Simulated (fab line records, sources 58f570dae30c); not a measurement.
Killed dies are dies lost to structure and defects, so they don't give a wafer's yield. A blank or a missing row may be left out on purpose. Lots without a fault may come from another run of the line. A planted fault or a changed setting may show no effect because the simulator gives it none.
Which tool did it? | flow berkeley_cmos170 | 14 lots, 42 wafers sampled, at 4 steps of a route of 331

WHAT THE GAUGES READ, wafer by wafer
UCB170_PFIELD_OVL_MEAS_06. Usual: PFIELD_OVL -1 nm, standard deviation 4.9.
lot  | measured    | on         | PFIELD_OVL (nm) | flag
L369 | day 5 11:25 | overlay-01 | -4 1 -2         |
L370 | day 5 11:42 | overlay-02 | -1 -7 -5        |
L372 | day 5 18:19 | overlay-02 | -3 0 -7         |
L371 | day 5 18:26 | overlay-01 | 0 0 0           |
L373 | day 6 01:10 | overlay-02 | 0 -3 -2         |
L375 | day 6 10:36 | overlay-02 | 1 3 7           |
L377 | day 6 20:45 | overlay-01 | -7 -6 -6        |
L376 | day 6 21:21 | overlay-02 | -1 4 3          |
L378 | day 6 21:34 | overlay-02 | -3 -1 -2        |
L379 | day 7 05:56 | overlay-02 | 4 5 6           |
L385 | day 8 07:53 | overlay-01 | -4 -3 -1        |
L384 | day 8 08:02 | overlay-02 | -2 1 -4         |
L388 | day 9 02:38 | overlay-01 | 8 4 5           |
L391 | day 9 14:18 | overlay-01 | -9 -8 -7        |

UCB170_M1_CD_MEAS_90: target cd 700 nm. Usual: cd_nm 700.2 nm, standard deviation 2.
lot  | measured     | on        | cd_nm (nm)        | flag
L369 | day 8 23:41  | cd_sem-02 | 701.4 701.0 701.0 |
L370 | day 8 22:47  | cd_sem-01 | 699.7 700.2 699.5 |
L372 | day 9 05:34  | cd_sem-01 | 699.0 698.2 698.6 |
L371 | day 9 05:30  | cd_sem-02 | 700.4 700.5 700.2 |
L373 | day 9 18:27  | cd_sem-02 | 700.5 698.3 700.8 |
L375 | day 10 04:15 | cd_sem-02 | 700.5 700.7 699.4 |
L377 | day 10 06:50 | cd_sem-02 | 698.7 701.8 701.1 |
L376 | day 10 07:26 | cd_sem-02 | 696.5 699.8 703.1 |
L378 | day 10 07:05 | cd_sem-01 | 702.7 705.4 703.0 |
L379 | day 10 16:37 | cd_sem-02 | 700.8 700.6 701.4 |
L385 | day 11 13:09 | cd_sem-02 | 697.2 696.2 698.9 |
L384 | day 11 12:52 | cd_sem-01 | 700.9 700.6 700.1 |
L388 | day 11 21:58 | cd_sem-02 | 700.0 702.1 697.5 |
L391 | day 12 20:13 | cd_sem-01 | 695.6 698.2 698.1 |

UCB170_V2_CD_MEAS_90: target cd 700 nm. Usual: cd_nm 700.1 nm, standard deviation 1.5.
lot  | measured     | on        | cd_nm (nm)        | flag
L369 | day 9 10:39  | cd_sem-01 | 698.0 700.3 699.5 |
L370 | day 9 09:35  | cd_sem-01 | 700.3 700.7 700.3 |
L372 | day 9 21:32  | cd_sem-02 | 699.4 699.8 698.3 |
L371 | day 9 18:23  | cd_sem-01 | 701.2 699.4 700.1 |
L373 | day 10 08:05 | cd_sem-01 | 701.4 700.6 700.5 |
L375 | day 10 18:58 | cd_sem-01 | 699.0 699.0 699.7 |
L377 | day 10 18:53 | cd_sem-02 | 698.5 697.9 698.2 |
L376 | day 10 22:02 | cd_sem-01 | 698.4 697.6 697.7 |
L378 | day 10 20:32 | cd_sem-02 | 699.6 698.5 701.1 |
L379 | day 11 04:41 | cd_sem-01 | 702.5 702.5 702.1 |
L385 | day 12 02:37 | cd_sem-02 | 703.3 702.6 702.2 |
L384 | day 12 02:16 | cd_sem-01 | 701.7 701.8 704.0 |
L388 | day 12 07:03 | cd_sem-01 | 699.9 700.6 699.3 |
L391 | day 13 07:51 | cd_sem-01 | 700.1 697.5 699.9 |

WHICH TOOL RAN EACH LOT (tool, then ch and the chambers of the sampled wafers, then the start)
lot  | UCB170_PFIELD_IMPLANT_07
L369 | implanter-01 ch 0, day 5 11:27
L370 | implanter-03 ch 0, day 5 11:46
L372 | implanter-01 ch 0, day 5 18:21
L371 | implanter-01 ch 0, day 5 18:31
L373 | implanter-04 ch 0, day 6 01:13
L375 | implanter-01 ch 0, day 6 10:42
L377 | implanter-01 ch 0, day 6 20:47
L376 | implanter-03 ch 0, day 6 21:26
L378 | implanter-04 ch 0, day 6 21:37
L379 | implanter-04 ch 0, day 7 05:58
L385 | implanter-04 ch 0, day 8 07:56
L384 | implanter-01 ch 0, day 8 08:04
L388 | implanter-04 ch 0, day 9 02:43
L391 | implanter-03 ch 0, day 9 14:20
- UCB170_PFIELD_IMPLANT_07

WHAT THE TOOLS THEMSELVES READ (means of the sampled wafers that have a number; where no wafer has one, the mark that the record gives instead)
UCB170_PFIELD_IMPLANT_07. Usual: beam_on_s 10.01 s, standard deviation 0.22; dose_ions_cm2 1.9999e+13, standard deviation 2.3e+10.
lot  | tool         | beam_on_s (s) | dose_ions_cm2 | flag
L369 | implanter-01 | 10.00         | 1.9981e+13    |
L370 | implanter-03 | 10.10         | 2.0029e+13    |
L372 | implanter-01 | 9.98          | 1.9984e+13    |
L371 | implanter-01 | 9.87          | 1.9982e+13    |
L373 | implanter-04 | 10.03         | 2.0003e+13    |
L375 | implanter-01 | 9.97          | 1.9996e+13    |
L377 | implanter-01 | 9.95          | 2.0014e+13    |
L376 | implanter-03 | 9.95          | 2.0004e+13    |
L378 | implanter-04 | 9.75          | 2.0021e+13    |
L379 | implanter-04 | 10.25         | 1.9984e+13    |
L385 | implanter-04 | 9.81          | 2.0360e+13    | OFF
L384 | implanter-01 | 9.97          | 1.9975e+13    |
L388 | implanter-04 | 9.89          | 2.0381e+13    | OFF
L391 | implanter-03 | 9.90          | 1.9977e+13    |

THE ANSWER, worked out from the rows above alone
Rule: a lot is off if the mean of its wafers that have a number lies more than 3 standard deviations from the usual mean. A lot without any number at a reading at which 4 lots or more have one is off too. The other lots that the step has rows for count as sound. The gauges are gone through in route order, then the tools' own readings, and for those a lot's mean is taken as printed above. The first step at which some lot is off is used, and at that step the reading that is off furthest; a lot without a number counts as furthest.
Off: L385, L388, at UCB170_PFIELD_IMPLANT_07 (dose_ions_cm2).
A tool fits if, at that step or a process step before it, it ran every lot that is off, and no sound lot after the first of them. One fits: implanter-04 at UCB170_PFIELD_IMPLANT_07. Its last sound lot is L379 (day 7 05:58), its first lot that is off L385 (day 8 07:56): a fault that began between those two fits.
The tool's own readings at UCB170_PFIELD_IMPLANT_07 bear it out: on the lots that are off they differ by more than 5 times the standard deviation of the sound lots' means. dose_ions_cm2 reads 2.0370e+13 there against 1.9996e+13 on the sound lots.

WHAT THE SIMULATOR HAD PUT IN
Process parameter drift: implanter-04, from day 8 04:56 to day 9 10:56, at UCB170_PFIELD_IMPLANT_07. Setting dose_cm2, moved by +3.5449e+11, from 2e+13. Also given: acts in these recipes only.
Lots struck among those shown: L385, L388. The rule above found the same.
